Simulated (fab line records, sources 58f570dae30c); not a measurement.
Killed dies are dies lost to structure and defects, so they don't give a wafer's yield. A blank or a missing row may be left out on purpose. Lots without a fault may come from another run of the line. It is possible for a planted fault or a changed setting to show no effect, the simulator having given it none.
Code-filled problem report in 8D (eight disciplines) form -- flow berkeleyCmos170 -- the parts of the form that need people (team, actions taken, sign-off) are left out

1. WHAT WENT WRONG
Wafers free of any fault read 26.2 nm (standard deviation 0.53) for ACTIVE_OXIDE_THK at UCB170_ACTIVE_THK_MEAS_03, against a mean of 23.4 nm on 6 wafers of 2 lots. That is -5.2 standard deviations from the usual mean.
The first sign was on wafer L181.1 at day 5 00:52, on filmMetro-02. Wafers with a number at this step in the record: 42, from 14 lots. The rule behind "out" and "out of limits": a value lying over 4 standard deviations away from the usual mean. All remaining wafers that have a number are taken as sound.

2. WHAT IT IS, WHAT IT ISN'T
question,is,is not
which readings at this step,ACTIVE_OXIDE_THK,-
which lots,"L181, L182","L176, L177, L179, L184, L185, L188, L191, L195, L196, L197, L198, L199"
which wafers of those lots,all that have a number,-
read on which gauges,filmMetro-02,"filmMetro-01, filmMetro-04"
when,from day 5 00:52,"up to then (9 sound wafers); but 27 sound wafers of L184, L185, L188, L191, L195, L196, L197, L198, L199 came after"

3. THE SUSPECTS, EACH WITH WHAT RULES IT OUT
Counting: a tool stays on the suspect list if, at a process step up to the reading, it processed all lots that are out and no sound lot following the first of them.
- the gauge at UCB170_ACTIVE_THK_MEAS_03: kept. All the wafers that are out were read on filmMetro-02, and no step on other tools shows them out.
- furnace-04 at UCB170_ACTIVE_OXIDATION_02 (target thk 26.4 nm, ox time 1260 s): ruled out as a lasting fault. The sound lots L199 went through it after L181, its earliest lot that is out (day 4 23:31).
Left after counting: filmMetro-02 at UCB170_ACTIVE_THK_MEAS_03.

4. THE CAUSE (what the simulator had put in)
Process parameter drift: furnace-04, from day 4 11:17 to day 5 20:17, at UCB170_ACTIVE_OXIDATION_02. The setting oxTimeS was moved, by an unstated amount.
It was ruled out by counting, in error; the rule expects a fault to strike all lots run on its tool from its start on, and this fault did not.

5. SEQUENCE OF EFFECTS, ordered by route
Each row: a reading where the mean over the struck wafers with a number is more than 3 standard deviations away from the usual. Only readings whose record carries a usual standard deviation are examined. hours: median over the lots of the time between each lot's start at the first step of this table that gives one and its start at this step. sigmas: the change, counted in usual standard deviations.
hours,step,reading,usual,on struck wafers,change,sigmas
0,UCB170_ACTIVE_THK_MEAS_03,ACTIVE_OXIDE_THK,26.2 nm,23.4,-2.8,-5.2
Later measuring or inspecting steps at which every struck wafer that the step has a row for has a number for every such reading, and none has moved that far: UCB170_ACTIVE_CD_MEAS_13.

6. WHAT WOULD HAVE CAUGHT IT SOONER
The first out-of-limits reading at a measuring or inspecting step in this record came at day 5 00:52, 14 hours after the fault's start at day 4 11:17.
An alarm limit of 4 standard deviations would not have fired on the tool readings at UCB170_ACTIVE_OXIDATION_02 for which the record gives a usual standard deviation, since none of them was out on any struck wafer.
